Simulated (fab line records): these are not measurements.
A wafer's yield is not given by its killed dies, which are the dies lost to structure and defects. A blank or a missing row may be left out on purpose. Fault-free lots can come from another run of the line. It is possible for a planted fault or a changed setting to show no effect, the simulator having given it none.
Split-lot experiment | flow berkeley cmos170 | 23 wafers read across 5 lots, on a route 331 steps long

## THE SPLIT
At UCB170_BACKSIDE_COAT_01 (resist thk 900 nm), the setting resist thk nm was moved away from the recipe's 900 nm on 7 of the 23 wafers read, by +1.6% to +3.4%. All remaining wafers had this setting at the recipe value.

The reading is taken at the split's own step.

## THE READING
KrF_of_BACKSIDE_COAT_01.thk nm (the simulator's own value, which no gauge read), in nm, at UCB170_BACKSIDE_COAT_01 (resist thk 900 nm). There is no usual value for it anywhere in the file. Here, 16 wafers ran the recipe; their average is 899.7 nm with a standard deviation of 3.1 nm.

wafer  | tool, chamber at the split | resist thk nm as run, nm | against the recipe | KrF_of_BACKSIDE_COAT_01.thk nm, nm | against lot-mates on the recipe
L075.1 | litho track-03, 0          | 914.2                    | +1.6%              | 911.1                              | +13.5
L075.3 | litho track-03, 0          | 900                      | recipe             | 895                                | -
L075.4 | litho track-03, 0          | 900                      | recipe             | 897.9                              | -
L075.5 | litho track-03, 0          | 914.2                    | +1.6%              | 911                                | +13.4
L075.6 | litho track-03, 0          | 900                      | recipe             | 899.8                              | -
L077.1 | litho track-02, 0          | 900                      | recipe             | 902.9                              | -
L077.2 | litho track-02, 0          | 900                      | recipe             | 904                                | -
L077.3 | litho track-02, 0          | 919.1                    | +2.1%              | 920.6                              | +17.1
L077.4 | litho track-02, 0          | 919.1                    | +2.1%              | 922.4                              | +18.9
L077.5 | litho track-02, 0          | 919.1                    | +2.1%              | 924.1                              | +20.6
L078.1 | litho track-03, 0          | 900                      | recipe             | 900.3                              | -
L078.3 | litho track-03, 0          | 900                      | recipe             | 899                                | -
L078.6 | litho track-03, 0          | 900                      | recipe             | 899                                | -
L080.1 | litho track-02, 0          | 900                      | recipe             | 905.2                              | -
L080.2 | litho track-02, 0          | 900                      | recipe             | 902                                | -
L080.3 | litho track-02, 0          | 930.2                    | +3.4%              | 930.4                              | +26.8
L080.4 | litho track-02, 0          | 900                      | recipe             | 903.6                              | -
L080.5 | litho track-02, 0          | 930.2                    | +3.4%              | 931.6                              | +28.0
L082.1 | litho track-03, 0          | 900                      | recipe             | 899                                | -
L082.2 | litho track-03, 0          | 900                      | recipe             | 896.8                              | -
L082.3 | litho track-03, 0          | 900                      | recipe             | 897.7                              | -
L082.5 | litho track-03, 0          | 900                      | recipe             | 898                                | -
L082.6 | litho track-03, 0          | 900                      | recipe             | 894.4                              | -

FIT RESULTS
A straight line over all 23 wafers: KrF_of_BACKSIDE_COAT_01.thk nm changes by +9.56 nm for each +1% of resist thk nm; r = +0.96; the points scatter about the line by 3.1 nm.
The same after taking each lot's own level away (the mean of its wafers on the recipe; 23 wafers): +8.43 nm for each +1%; r = +0.99; scatter 1.4 nm.
The reading moves by 28 nm for the largest change in resist thk nm, on that fit.
Measured against the standard deviation above, the lots' own levels, which go from 897.18 to 903.60 nm, span 2.1 times it.
Hence the slope depends on the lot-to-lot level, as the two fits are not the same.
Check: with one of the wafers moved furthest among these (+3.4%) left out of the fit, the line predicts +29 nm for it against its lot-mates. It came out at +26.8 nm against them.

## THE OTHER SPLITS THESE WAFERS WENT THROUGH
These wafers also went through other splits before the reading. Each is held against what the fit with the lots' levels taken away leaves over:
other split on the same wafers | wafers away from the commonest value | r with KrF_of_BACKSIDE_COAT_01.thk nm (lot level and that fit taken away)
UCB170_GATE_EXPOSE_09 dose mj  | 11                                   | +0.23
UCB170_PLDD_EXPOSE_03 dose mj  | 5                                    | +0.30
UCB170_NLDD_COAT_01 spin rpm   | 4                                    | +0.33
UCB170_PSD_IMPLANT_08 dose cm2 | 7                                    | -0.13

## THE WHOLE CHAIN: every reading that the file lists as answering this split, in the file's order
step                     | what it does      | reading                                                                         | change (the file's fit)              | r (the file's)
UCB170_BACKSIDE_COAT_01  | resist thk 900 nm | KrF_of_BACKSIDE_COAT_01.thk nm (the simulator's own value, which no gauge read) | +8.4 nm for each +1% of the setting  | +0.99
UCB170_BACKSIDE_STRIP_03 | strips in O2      | strip time to endpoint s                                                        | withheld for each +1% of the setting | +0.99

## FILE'S OWN FIT
KrF_of_BACKSIDE_COAT_01.thk nm changes by +8.4 nm for each +1% of resist thk nm, r = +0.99.
